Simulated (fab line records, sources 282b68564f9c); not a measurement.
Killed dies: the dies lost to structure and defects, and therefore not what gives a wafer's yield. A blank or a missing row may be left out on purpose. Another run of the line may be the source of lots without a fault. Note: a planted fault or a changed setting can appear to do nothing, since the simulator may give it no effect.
Which of the tools did it? | flow rit_cmos | 14 lots, 42 wafers sampled, at 4 steps of a route of 202

== WHAT THE GAUGES SHOWED, per wafer ==
RIT_NRETRO_TW_MEAS_10. Usual: NRETRO_TW typically reads 1046, with standard deviation 9.
lot  | measured    | on            | NRETRO_TW      | flag
L212 | day 2 16:08 | film_metro-02 | 1052 1053 1044 |
L213 | day 2 20:14 | film_metro-02 | 1047 1045 1034 |
L214 | day 2 22:37 | film_metro-02 | 1042 1049 1046 |
L215 | day 3 03:37 | film_metro-02 | 1041 1043 1045 |
L217 | day 3 11:41 | film_metro-02 | 1041 1042 1040 |
L218 | day 3 22:22 | film_metro-03 | 1042 1040 1041 |
L221 | day 4 12:27 | film_metro-03 | 1038 1039 1031 |
L220 | day 4 12:33 | film_metro-02 | 1040 1040 1052 |
L222 | day 4 18:35 | film_metro-01 | 1067 1067 1069 |
L223 | day 4 19:47 | film_metro-03 | 1033 1032 1036 |
L228 | day 5 22:49 | film_metro-01 | 1064 1059 1064 |
L232 | day 6 18:43 | film_metro-03 | 1035 1048 1044 |
L233 | day 7 00:29 | film_metro-02 | 2174 2168 2172 | OFF
L234 | day 7 06:46 | film_metro-03 | 2156 2170 2165 | OFF

RIT_NLDD_TW_MEAS_10. Usual: NLDD_TW typically reads 2494, with standard deviation 24.
lot  | measured    | on            | NLDD_TW        | flag
L212 | day 3 05:46 | film_metro-03 | 2474 2470 2463 |
L213 | day 3 09:20 | film_metro-03 | 2458 2449 2462 |
L214 | day 3 12:31 | film_metro-02 | 2468 2474 2470 |
L215 | day 4 00:43 | film_metro-01 | 2520 2509 2509 |
L217 | day 4 07:14 | film_metro-01 | 2524 2503 2519 |
L218 | day 4 10:56 | film_metro-02 | 2477 2479 2470 |
L221 | day 5 03:16 | film_metro-01 | 2518 2513 2505 |
L220 | day 5 05:35 | film_metro-03 | 2448 2459 2466 |
L222 | day 5 07:16 | film_metro-01 | 2505 2504 2502 |
L223 | day 5 10:19 | film_metro-02 | 2486 2477 2490 |
L228 | day 6 13:38 | film_metro-02 | 2463 2459 2458 |
L232 | day 7 15:20 | film_metro-02 | 2483 2464 2486 |
L233 | day 7 19:11 | film_metro-01 | 2514 2512 2509 |
L234 | day 7 21:55 | film_metro-01 | 2504 2521 2517 |

== WHAT TOOL EACH LOT RAN ON (gives the tool, then ch and the chambers of the sampled wafers, and finally the start) ==
lot  | RIT_PWELL_STRIP_09                  | RIT_NRETRO_IMPLANT_08
L212 | plasma_asher-03 ch 0,1, day 2 08:25 | implanter-04 ch 0, day 2 15:50
L213 | plasma_asher-04 ch 0,1, day 2 12:03 | implanter-01 ch 0, day 2 19:55
L214 | plasma_asher-02 ch 0,1, day 2 14:59 | implanter-04 ch 0, day 2 22:17
L215 | plasma_asher-03 ch 0,1, day 2 19:39 | implanter-04 ch 0, day 3 03:17
L217 | plasma_asher-02 ch 0,1, day 3 04:32 | implanter-04 ch 0, day 3 11:23
L218 | plasma_asher-04 ch 0,1, day 3 12:37 | implanter-04 ch 0, day 3 22:03
L221 | plasma_asher-03 ch 0,1, day 4 04:28 | implanter-01 ch 0, day 4 12:08
L220 | plasma_asher-02 ch 0,1, day 4 04:48 | implanter-02 ch 0, day 4 12:15
L222 | plasma_asher-02 ch 0,1, day 4 11:20 | implanter-01 ch 0, day 4 18:17
L223 | plasma_asher-02 ch 0,1, day 4 12:36 | implanter-04 ch 0, day 4 19:29
L228 | plasma_asher-02 ch 0,1, day 5 15:33 | implanter-02 ch 0, day 5 22:31
L232 | plasma_asher-02 ch 1, day 6 09:04   | implanter-01 ch 0, day 6 18:23
L233 | plasma_asher-03 ch 0,1, day 6 17:19 | implanter-04 ch 0, day 7 00:10
L234 | plasma_asher-03 ch 0,1, day 6 20:16 | implanter-04 ch 0, day 7 06:26
- RIT_PWELL_STRIP_09: strips in O2, time 180 s.
- RIT_NRETRO_IMPLANT_08

== AS READ BY THE TOOLS THEMSELVES (means over the sampled wafers that have a number; for cases with no such wafer, the mark the record gives instead) ==
RIT_PWELL_STRIP_09. Usual: drypump_motor_current_A 5.81 A, standard deviation 0.3; rf_refl_power_W 6.8 W, standard deviation 1.3.
lot  | tool            | drypump_motor_current_A (A) | rf_refl_power_W (W) | flag
L212 | plasma_asher-03 | 5.54                        | 8.4                 |
L213 | plasma_asher-04 | 5.49                        | 6.6                 |
L214 | plasma_asher-02 | 6.07                        | 6.1                 |
L215 | plasma_asher-03 | 5.53                        | 8.5                 |
L217 | plasma_asher-02 | 6.07                        | 6.0                 |
L218 | plasma_asher-04 | 5.50                        | 6.7                 |
L221 | plasma_asher-03 | 5.55                        | 8.4                 |
L220 | plasma_asher-02 | 5.99                        | 6.0                 |
L222 | plasma_asher-02 | 6.09                        | 6.0                 |
L223 | plasma_asher-02 | 6.07                        | 6.1                 |
L228 | plasma_asher-02 | 5.98                        | 6.0                 |
L232 | plasma_asher-02 | 5.91                        | 6.1                 |
L233 | plasma_asher-03 | 5.75                        | 7.6                 |
L234 | plasma_asher-03 | 5.55                        | 8.3                 |

RIT_NRETRO_IMPLANT_08. Usual: beam_energy_keV 70.001, standard deviation 0.023; dose_ions_cm2 1e+13, standard deviation 8.7e+09; end_station_pressure_torr 5.02e-06 Torr, standard deviation 2.6e-07; faraday_current_uA 31.8, standard deviation 0.67.
lot  | tool         | beam_energy_keV | dose_ions_cm2 | end_station_pressure_torr (Torr) | faraday_current_uA | flag
L212 | implanter-04 | 70.017          | 1e+13         | 4.86e-06                         | 32.0               |
L213 | implanter-01 | 69.986          | 1e+13         | 5.00e-06                         | 32.4               |
L214 | implanter-04 | 70.019          | 1e+13         | 4.98e-06                         | 31.0               |
L215 | implanter-04 | 70.045          | 1e+13         | 5.10e-06                         | 30.9               |
L217 | implanter-04 | 70.039          | 1e+13         | 5.09e-06                         | 31.5               |
L218 | implanter-04 | 70.005          | 1e+13         | 5.04e-06                         | 31.6               |
L221 | implanter-01 | 69.975          | 1e+13         | 5.05e-06                         | 32.2               |
L220 | implanter-02 | 69.994          | 1e+13         | 5.07e-06                         | 31.7               |
L222 | implanter-01 | 69.983          | 1e+13         | 4.95e-06                         | 31.6               |
L223 | implanter-04 | 69.983          | 1e+13         | 5.00e-06                         | 31.6               |
L228 | implanter-02 | 69.988          | 1e+13         | 5.14e-06                         | 31.8               |
L232 | implanter-01 | 70.008          | 1e+13         | 4.99e-06                         | 32.5               |
L233 | implanter-04 | 69.962          | 1e+14         | 5.46e-06                         | 319.4              | OFF
L234 | implanter-04 | 69.995          | 1e+14         | 5.34e-06                         | 321.9              | OFF

== THE ANSWER, worked out from the rows above alone ==
Rule: a lot is off if the mean of its wafers that have a number lies more than 3 standard deviations from the usual mean. Also off: a lot with no number at a reading for which 4 or more lots have one. Any other lot the step has rows for is counted as sound. Order of review: gauges by route order, followed by the tools' own readings, for which a lot's mean as printed above is used. The first step at which some lot is off is used, and at that step the reading that is off furthest; a lot without a number counts as furthest.
Off: at RIT_NRETRO_TW_MEAS_10 (NRETRO_TW), L233, L234.
A tool fits if, at a process step before that reading, it ran every lot that is off, and no sound lot after the first of them. Not tried: the gauges at RIT_NRETRO_TW_MEAS_10; whatever is off there is also off at RIT_NRETRO_IMPLANT_08, on other tools, and gauge error can't account for it. Undecided on this evidence; 2 tools fit (plasma_asher-03 at RIT_PWELL_STRIP_09, implanter-04 at RIT_NRETRO_IMPLANT_08).

== WHAT HAD BEEN PUT IN BY THE SIMULATOR ==
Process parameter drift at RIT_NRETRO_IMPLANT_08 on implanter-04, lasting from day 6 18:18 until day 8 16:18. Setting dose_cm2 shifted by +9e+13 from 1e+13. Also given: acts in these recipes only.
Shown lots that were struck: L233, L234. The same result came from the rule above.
